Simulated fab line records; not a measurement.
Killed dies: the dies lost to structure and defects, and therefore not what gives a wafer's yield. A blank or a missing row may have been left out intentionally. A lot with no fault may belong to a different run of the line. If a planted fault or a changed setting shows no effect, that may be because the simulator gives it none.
A single fault, viewed from 2 desks -- flow berkeley_cmos170 -- numbers are kept per desk, each desk with only its own; the story behind them comes last

THE METROLOGY DESK
Means of the sampled wafers that have a number, per lot and without regard to the tool the lot ran on: this is what the gauges read. A lot is out of limits, marked OUT, if its mean lies more than 4 standard deviations from the usual mean; the brackets give that distance.
Columns: A = cd_nm at UCB170_CONTACT_CD_MEAS_15, usual 699.6 nm; B = CONTACT_OVL at UCB170_CONTACT_OVL_MEAS_16, usual -7 nm
lot,first seen here,A,B
L390,day 8 03:44,699.9,-8
L392,day 8 13:38,700.8,-7
L401,day 10 21:14,699.2,-6
L403,day 11 07:44,701.0,-9
L408,day 12 07:42,699.5,-13
L411,day 12 11:08,699.8,-7
This desk found nothing out of limits on any of the 6 lots.

TOOL OWNER'S DESK, rie_diel-04
The tool's own readings at UCB170_CONTACT_ETCH_18 (etches PSG in CHF3/CF4/Ar, stops on TiSi2, target depth 840 nm, time 195 s): means of the sampled wafers that have a number, for each lot that ran on this tool. A lot is out of limits, marked OUT, if its mean lies more than 4 standard deviations from the usual mean; the brackets give that distance.
Columns: A = drypump_motor_current_A at UCB170_CONTACT_ETCH_18, usual 5.3 A; B = oes_product_au at UCB170_CONTACT_ETCH_18, usual 0.892 a.u.; C = throttle_valve_pct at UCB170_CONTACT_ETCH_18, usual 6.87 %
lot,first seen here,A,B,C
L392,day 8 13:00,5.1,0.871,7.00
L401,day 10 21:00,5.5,0.902,6.91
L403,day 11 07:00,5.2,0.884,6.99
This desk found nothing out of limits on any of the 3 lots.

TAKEN TOGETHER
Metrology desk: nothing out of limits seen.
Nothing out of limits was seen by the tool owner's desk.

WHAT THE SIMULATOR HAD PUT IN
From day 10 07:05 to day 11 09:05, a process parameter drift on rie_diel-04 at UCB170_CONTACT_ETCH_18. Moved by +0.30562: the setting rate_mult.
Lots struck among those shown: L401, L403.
